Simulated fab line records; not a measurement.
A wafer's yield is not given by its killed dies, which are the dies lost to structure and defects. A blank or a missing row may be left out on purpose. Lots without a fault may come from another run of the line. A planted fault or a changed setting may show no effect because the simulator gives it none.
Shared-tool check -- flow ritCmos -- Sampled: 14 lots, 42 wafers

## REASON FOR OPENING
At RIT_ACTIVE_THK_MEAS_04 the reading ACTIVE_NITRIDE_THK is flagged on 2 of 14 lots. Wafers without a fault read 149.1 nm, standard deviation 1.1.
Rule: a lot gets a flag if all its wafers with a number sit over 4 standard deviations from that mean, or if no wafer of it has a number. The other lots count as sound.

lot,measured,on,"ACTIVE_NITRIDE_THK (nm), wafer by wafer",flag
L393,day 1 19:08,filmMetro-02,150.9 150.7 150.0,
L394,day 1 23:32,filmMetro-02,148.3 148.1 147.0,
L395,day 2 05:08,filmMetro-02,150.6 149.0 148.9,
L396,day 2 10:05,filmMetro-04,149.5 150.4 149.2,
L397,day 2 15:47,filmMetro-04,148.4 148.8 148.8,
L398,day 2 19:32,filmMetro-03,150.4 149.1 149.8,
L400,day 3 05:42,filmMetro-02,146.5 145.2 146.7,
L404,day 4 02:29,filmMetro-04,251.4 251.5 251.8,FLAGGED
L405,day 4 07:37,filmMetro-02,251.1 250.3 251.4,FLAGGED
L406,day 4 12:31,filmMetro-03,148.1 149.7 149.6,
L408,day 4 21:33,filmMetro-02,149.4 149.0 147.9,
L409,day 5 02:52,filmMetro-03,150.4 150.3 152.0,
L410,day 5 08:34,filmMetro-04,150.1 150.5 149.4,
L414,day 6 04:26,filmMetro-04,149.2 149.4 148.9,
On average the flagged lots' numbers are 251.2 nm, which is +102.2 nm against the usual, or +93 standard deviations.

## EACH LOT AND THE TOOL IT RAN ON
The record keeps 1 process step preceding the reading, out of 202 steps on the route. In each cell: the tool, then ch and the chambers that the sampled wafers went through, then the start.
lot,flag,RIT_ACTIVE_CVD_03
L393,,"lpcvd-02 ch 1, day 1 17:43"
L394,,"lpcvd-02 ch 1, day 1 22:07"
L395,,"lpcvd-01 ch 0, day 2 03:41"
L396,,"lpcvd-01 ch 1, day 2 08:40"
L397,,"lpcvd-01 ch 1, day 2 14:22"
L398,,"lpcvd-01 ch 0, day 2 18:07"
L400,,"lpcvd-02 ch 1, day 3 04:17"
L404,FLAGGED,"lpcvd-01 ch 0, day 4 00:21"
L405,FLAGGED,"lpcvd-01 ch 0, day 4 06:11"
L406,,"lpcvd-02 ch 1, day 4 11:04"
L408,,"lpcvd-02 ch 1, day 4 20:07"
L409,,"lpcvd-01 ch 1, day 5 01:28"
L410,,"lpcvd-02 ch 1, day 5 06:26"
L414,,"lpcvd-02 ch 0, day 6 03:00"
What these steps do:
- RIT_ACTIVE_CVD_03: deposits Si3N4 from SiH2Cl2/NH3, target thk 150 nm, time 1500 s.
- RIT_ACTIVE_THK_MEAS_04

## FLAGGED OVER TOTAL, TOOL BY TOOL (the gauges that took the reading come last)
step,tool,lots run,flagged,share of the flagged lots,sound lots run after its first flagged lot
RIT_ACTIVE_CVD_03,lpcvd-01,7,2,all,1 (L409)
RIT_ACTIVE_CVD_03,lpcvd-02,7,0,none,-
RIT_ACTIVE_THK_MEAS_04,filmMetro-02,6,1,some,1 (L408)
RIT_ACTIVE_THK_MEAS_04,filmMetro-03,3,0,none,-
RIT_ACTIVE_THK_MEAS_04,filmMetro-04,5,1,some,"2 (L410,L414)"

## WHAT THE TABLE ALLOWS
Rows of the table that ran each flagged lot: 1, that is lpcvd-01 at RIT_ACTIVE_CVD_03.
- lpcvd-01 at RIT_ACTIVE_CVD_03 ran 7 lots, 2 of them flagged. After the first flagged lot (L409), sound lots still ran on it; a lasting fault on the whole tool would not permit that. Its own readings (spikeTcCentreC, spikeTcLoadC, spikeTcSourceC, susceptorTempC) fall more than 4 standard deviations out on all wafers of the flagged lots.
Every row of the table either missed a flagged lot or ran a sound lot after the first.

## WHAT HAD BEEN PUT IN BY THE SIMULATOR
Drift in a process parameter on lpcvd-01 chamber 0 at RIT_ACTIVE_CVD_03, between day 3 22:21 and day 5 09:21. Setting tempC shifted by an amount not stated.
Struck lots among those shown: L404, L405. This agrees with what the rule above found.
